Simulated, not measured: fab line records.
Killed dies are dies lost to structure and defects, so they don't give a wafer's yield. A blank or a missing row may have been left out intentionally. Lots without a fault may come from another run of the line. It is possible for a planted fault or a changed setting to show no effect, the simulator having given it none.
Which tool was responsible? + flow berkeley-cmos170 + 14 lots with 42 wafers sampled at 5 steps, on a route of 331 steps

## WHAT THE GAUGES SHOWED, per wafer
UCB170_PWELL_OVL_MEAS_13. Usual: for PWELL_OVL the level is -2 nm and the standard deviation is 6.1.
| lot  | measured    | on         | PWELL_OVL (nm) | flag |
|------|-------------|------------|----------------|------|
| L837 | day 2 23:21 | overlay-01 | -5 -14 -5      |      |
| L841 | day 4 00:44 | overlay-01 | 0 0 -6         |      |
| L844 | day 4 06:29 | overlay-01 | -2 2 -5        |      |
| L843 | day 4 06:44 | overlay-02 | 5 3 6          |      |
| L845 | day 4 22:40 | overlay-02 | 0 1 6          |      |
| L846 | day 5 08:59 | overlay-01 | 0 -2 7         |      |
| L852 | day 6 04:43 | overlay-02 | -10 -2 -5      |      |
| L851 | day 6 04:47 | overlay-01 | 5 -7 -2        |      |
| L855 | day 6 17:56 | overlay-01 | -5 -2 0        |      |
| L857 | day 7 01:58 | overlay-02 | 2 -1 1         |      |
| L856 | day 7 01:59 | overlay-01 | -9 8 -5        |      |
| L858 | day 7 09:11 | overlay-01 | 5 8 -3         |      |
| L859 | day 7 14:32 | overlay-02 | -5 -17 -6      |      |
| L860 | day 7 18:13 | overlay-02 | -4 -6 -5       |      |

UCB170_SDANNEAL_RS_MEAS_02: a four-point-probe measurement. Usual: for PSD_RS the level is 75.6 ohm/sq and the standard deviation is 0.33.
| lot  | measured     | on            | PSD_RS (ohm/sq) | flag |
|------|--------------|---------------|-----------------|------|
| L837 | day 6 17:04  | film-metro-04 | 75.7 75.5 75.8  |      |
| L841 | day 7 16:51  | film-metro-04 | 75.6 75.2 75.7  |      |
| L844 | day 8 00:16  | film-metro-04 | 75.4 75.8 75.6  |      |
| L843 | day 8 00:15  | film-metro-03 | 75.1 74.8 74.9  |      |
| L845 | day 8 15:01  | film-metro-01 | 75.3 75.5 75.3  |      |
| L846 | day 9 05:39  | film-metro-03 | 75.8 76.0 75.7  |      |
| L852 | day 9 17:01  | film-metro-01 | - - -           | OFF  |
| L851 | day 9 16:37  | film-metro-04 | 74.9 75.0 75.3  |      |
| L855 | day 10 03:46 | film-metro-03 | - - -           | OFF  |
| L857 | day 11 02:28 | film-metro-01 | 74.9 75.4 75.5  |      |
| L856 | day 11 02:20 | film-metro-04 | 75.6 75.7 75.7  |      |
| L858 | day 11 04:32 | film-metro-03 | 75.5 75.5 75.4  |      |
| L859 | day 11 12:09 | film-metro-01 | 75.8 75.8 75.5  |      |
| L860 | day 11 12:34 | film-metro-04 | 75.6 75.8 76.0  |      |

UCB170_SILICIDE_THK_MEAS_03: measures by xrf. Usual: for SILICIDE_TI_THK the level is 30.2 nm and the standard deviation is 0.43.
| lot  | measured     | on            | SILICIDE_TI_THK (nm) | flag |
|------|--------------|---------------|----------------------|------|
| L837 | day 6 17:46  | film-metro-02 | 30.8 30.7 30.6       |      |
| L841 | day 7 17:33  | film-metro-01 | 30.1 30.2 30.3       |      |
| L844 | day 8 00:58  | film-metro-01 | 30.2 30.4 30.5       |      |
| L843 | day 8 00:57  | film-metro-02 | 30.0 30.3 30.1       |      |
| L845 | day 8 15:42  | film-metro-02 | 31.0 30.5 30.6       |      |
| L846 | day 9 06:20  | film-metro-02 | 30.2 30.7 30.3       |      |
| L852 | day 9 17:43  | film-metro-04 | 30.8 30.7 30.3       |      |
| L851 | day 9 17:19  | film-metro-02 | 29.9 29.8 29.5       |      |
| L855 | day 10 04:27 | film-metro-01 | 30.8 30.3 29.7       |      |
| L857 | day 11 03:09 | film-metro-04 | 30.3 29.6 30.3       |      |
| L856 | day 11 03:02 | film-metro-02 | 30.5 30.1 30.0       |      |
| L858 | day 11 05:14 | film-metro-02 | 30.6 30.4 30.4       |      |
| L859 | day 11 12:50 | film-metro-01 | 30.0 30.1 30.1       |      |
| L860 | day 11 13:15 | film-metro-01 | 30.4 30.4 30.5       |      |

## WHICH TOOL RAN EACH LOT (tool, then ch and the chambers of the sampled wafers, then the start)
| lot  | UCB170_PSD_IMPLANT_08           | UCB170_BACKSIDE_STRIP_03             |
|------|---------------------------------|--------------------------------------|
| L837 | implanter-04 ch 0, day 6 12:37  | plasma-asher-03 ch 0,1, day 6 16:38  |
| L841 | implanter-02 ch 0, day 7 13:44  | plasma-asher-02 ch 0,1, day 7 16:27  |
| L844 | implanter-02 ch 0, day 7 20:49  | plasma-asher-01 ch 0,1, day 7 23:51  |
| L843 | implanter-03 ch 0, day 7 20:40  | plasma-asher-03 ch 0,1, day 7 23:51  |
| L845 | implanter-02 ch 0, day 8 11:13  | plasma-asher-03 ch 0,1, day 8 14:36  |
| L846 | implanter-03 ch 0, day 8 22:13  | plasma-asher-02 ch 0,1, day 9 05:06  |
| L852 | implanter-04 ch 0, day 9 13:41  | plasma-asher-01 ch 0,1, day 9 16:35  |
| L851 | implanter-03 ch 0, day 9 13:40  | plasma-asher-03 ch 0,1, day 9 16:13  |
| L855 | implanter-04 ch 0, day 10 00:16 | plasma-asher-02 ch 0,1, day 10 03:19 |
| L857 | implanter-02 ch 0, day 10 21:29 | plasma-asher-01 ch 1, day 11 02:03   |
| L856 | implanter-03 ch 0, day 10 21:13 | plasma-asher-03 ch 0,1, day 11 01:56 |
| L858 | implanter-02 ch 0, day 11 01:28 | plasma-asher-03 ch 0,1, day 11 04:08 |
| L859 | implanter-02 ch 0, day 11 09:08 | plasma-asher-02 ch 0, day 11 11:37   |
| L860 | implanter-03 ch 0, day 11 09:24 | plasma-asher-03 ch 0,1, day 11 12:08 |
- UCB170_PSD_IMPLANT_08
- UCB170_BACKSIDE_STRIP_03: strips in O2.

## AS READ BY THE TOOLS THEMSELVES (means over the sampled wafers that have a number; for cases with no such wafer, the mark the record gives instead)
UCB170_PSD_IMPLANT_08. Usual: beam-energy-keV 19.999, standard deviation 0.0062; tilt-deg 6.999 degrees, standard deviation 0.02.
| lot  | tool         | beam-energy-keV | tilt-deg (degrees) | flag |
|------|--------------|-----------------|--------------------|------|
| L837 | implanter-04 | 20.005          | 6.996              |      |
| L841 | implanter-02 | 20.001          | 6.989              |      |
| L844 | implanter-02 | 20.003          | 6.990              |      |
| L843 | implanter-03 | 20.012          | 7.004              |      |
| L845 | implanter-02 | 19.994          | 7.013              |      |
| L846 | implanter-03 | 19.998          | 7.006              |      |
| L852 | implanter-04 | 19.994          | 10.700             | OFF  |
| L851 | implanter-03 | 19.998          | 7.016              |      |
| L855 | implanter-04 | 19.994          | 10.684             | OFF  |
| L857 | implanter-02 | 19.995          | 6.985              |      |
| L856 | implanter-03 | 20.002          | 7.012              |      |
| L858 | implanter-02 | 20.000          | 6.989              |      |
| L859 | implanter-02 | 19.997          | 7.006              |      |
| L860 | implanter-03 | 20.000          | 6.993              |      |

UCB170_BACKSIDE_STRIP_03. Usual: chamber-pressure-mTorr 3500 mTorr, standard deviation 3.6; drypump-motor-current-A 5.5 A, standard deviation 0.31; oes-product-au 0.735 a.u., standard deviation 0.0047; strip-time-to-endpoint-s 21.97 s, standard deviation 0.064.
| lot  | tool            | chamber-pressure-mTorr (mTorr) | drypump-motor-current-A (A) | oes-product-au (a.u.) | strip-time-to-endpoint-s (s) | flag |
|------|-----------------|--------------------------------|-----------------------------|-----------------------|------------------------------|------|
| L837 | plasma-asher-03 | 3498                           | 5.3                         | 0.735                 | 22.00                        |      |
| L841 | plasma-asher-02 | 3500                           | 5.8                         | 0.738                 | 21.95                        |      |
| L844 | plasma-asher-01 | 3504                           | 5.4                         | 0.733                 | 21.91                        |      |
| L843 | plasma-asher-03 | 3496                           | 5.4                         | 0.738                 | 22.02                        |      |
| L845 | plasma-asher-03 | 3499                           | 5.3                         | 0.735                 | 22.03                        |      |
| L846 | plasma-asher-02 | 3504                           | 5.8                         | 0.740                 | 21.92                        |      |
| L852 | plasma-asher-01 | 3500                           | 5.4                         | 0.732                 | 21.92                        |      |
| L851 | plasma-asher-03 | 3499                           | 5.3                         | 0.732                 | 21.98                        |      |
| L855 | plasma-asher-02 | 3499                           | 6.0                         | 0.738                 | 21.96                        |      |
| L857 | plasma-asher-01 | 3501                           | 5.3                         | 0.739                 | 22.07                        |      |
| L856 | plasma-asher-03 | 3502                           | 5.3                         | 0.735                 | 21.92                        |      |
| L858 | plasma-asher-03 | 3500                           | 5.3                         | 0.732                 | 21.88                        |      |
| L859 | plasma-asher-02 | 3501                           | 6.2                         | 0.731                 | 21.90                        |      |
| L860 | plasma-asher-03 | 3501                           | 5.4                         | 0.731                 | 21.96                        |      |

## THE ANSWER, worked out from the rows above alone
Rule: lot off if the mean of its wafers having a number is beyond 3 standard deviations from the usual mean. Also off: a lot with no number at a reading for which 4 or more lots have one. The other lots that the step has rows for count as sound. The gauges are gone through in route order, then the tools' own readings, and for those a lot's mean is taken as printed above. At the first step where some lot is off, the reading lying furthest off is the one used; lots without a number count as furthest.
Off: L852, L855, at UCB170_SDANNEAL_RS_MEAS_02 (PSD_RS). Without a number there: L852, L855.
If a tool, at a process step before that reading, ran all the lots that are off and no sound lot after the first of them, it fits. The gauges at UCB170_SDANNEAL_RS_MEAS_02 aren't tried: what is off there is off at UCB170_PSD_IMPLANT_08 too, on other tools, and a gauge's error can't cause that. One candidate fits, namely implanter-04 at UCB170_PSD_IMPLANT_08. Its last sound lot is L837 (day 6 12:37), its first lot that is off L852 (day 9 13:41): a fault that began between those two fits.
The tool's own readings at UCB170_PSD_IMPLANT_08 bear it out: on the lots that are off they differ by more than 5 times the standard deviation of the sound lots' means. tilt-deg reads 10.692 degrees there against 7.000 degrees on the sound lots.

## WHAT WAS PUT IN BY THE SIMULATOR
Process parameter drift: implanter-04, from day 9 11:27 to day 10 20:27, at UCB170_PSD_IMPLANT_08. The setting tilt-deg was moved by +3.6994, starting from 7. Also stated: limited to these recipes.
Shown lots that were struck: L852, L855. This agrees with what the rule above found.
